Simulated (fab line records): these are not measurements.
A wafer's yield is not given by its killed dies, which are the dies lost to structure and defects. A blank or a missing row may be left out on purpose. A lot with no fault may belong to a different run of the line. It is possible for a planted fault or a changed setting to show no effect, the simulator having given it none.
Struck lot and sound lot, side by side | flow berkeleyCmos170 | 15 steps out of a route of 331
Sound: wafers L809.2, L809.4, L809.6. Struck: wafers L817.2, L817.4, L817.5. At the end, the cause is stated.
Each step with rows lists, per side, the tool, then ch with its chambers, then its first start. Under that, the readings that differ: sound wafers | struck wafers | difference of the means | sigmas: that difference in standard deviations of wafers without a fault.
alike: readings whose means differ by less than 2 such deviations, and words and numbers that are the same on both sides. not compared: withheld readings, readings that some wafer has no value for, bounds like >300 that may hide the same value, and numbers for which the record gives no deviation and whose values overlap.
Wherever a step has rows on one side only, a row that says differs or no value, or a row with sigmas, the two part there. Numbers that have no deviation but don't overlap get no sigmas and don't part them. A reading that every wafer of one side lacks parts them only if that side has two wafers or more.

UCB170_M1_RS_MEAS_01: measures by four-point-probe.
  sound: filmMetro-04 at day 8 17:29; struck: filmMetro-02 at day 10 14:32
  alike: M1_AL_RS
UCB170_M1_THK_MEAS_02: measures by xrf.
  sound: filmMetro-04 at day 8 17:35; struck: filmMetro-02 at day 10 14:39
  alike: M1_AL_THK
then, 6 steps without rows for these wafers: UCB170_M1_COAT_03; UCB170_M1_COAT_04 (resist thk 911.6 nm); UCB170_M1_SOFTBAKE_05 (time 60 s); UCB170_M1_EXPOSE_06 (exposes mask METAL1, target cd 700 nm); UCB170_M1_PEB_07; UCB170_M1_DEVELOP_08 (develop time 45 s).
UCB170_M1_CD_MEAS_09: the cd target is 700 nm.
  sound: cdSem-01 at day 8 18:40; struck: cdSem-01 at day 10 15:34
  alike: cdNm
UCB170_M1_OVL_MEAS_10:
  sound: overlay-02 at day 8 18:46; struck: overlay-02 at day 10 15:40
  alike: M1_OVL
UCB170_M1_ETCH_11: etches BARC in N2/H2.
  sound on rieDiel-03 ch 0,2,3, day 8 18:47; struck on rieDiel-01 ch 0,2,3, day 10 15:42
  alike: drypumpMotorCurrentA, oesProductAu, throttleValvePct
UCB170_M1_METAL_ETCH_12: etches Al in Cl2/BCl3, stops on PSG, target depth 780 nm, time 130 s.
  sound on rieMetal-02 ch 0,1, day 8 18:50; struck on rieMetal-04 ch 0,1, day 10 15:44
  alike: drypumpMotorCurrentA, oesProductAu, throttleValvePct
  not compared: rfHoursCounterH
UCB170_M1_STRIP_13: strips in O2.
  sound on plasmaAsher-04 ch 1, day 8 18:58; struck on plasmaAsher-03 ch 0, day 10 15:52
reading             | sound             | struck            | difference | sigmas
oesProductAu (a.u.) | 0.711 0.724 0.719 | 0.787 0.782 0.776 | +0.064     | +13
overashFraction     | 0.5 0.5 0.5       | 0.3 0.3 0.3       | -0.2       | 
  alike: drypumpMotorCurrentA
  not compared: rfHoursCounterH
UCB170_M1_CD_MEAS_90: the cd target is 700 nm.
  sound: cdSem-02 at day 8 19:05; struck: cdSem-01 at day 10 15:59
  alike: cdNm
UCB170_M3_PROBE_99:
  only the struck wafers here have rows in the record (prober-02, day 11 12:58); the sound ones have none

## WHERE THEY PART
At UCB170_M1_STRIP_13 first; at UCB170_M3_PROBE_99 last (within this record only).

WHY: what the simulator had put in
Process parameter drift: plasmaAsher-03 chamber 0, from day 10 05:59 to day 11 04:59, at UCB170_M1_STRIP_13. From 0.5, the setting overashFraction moved by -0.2. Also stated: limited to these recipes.
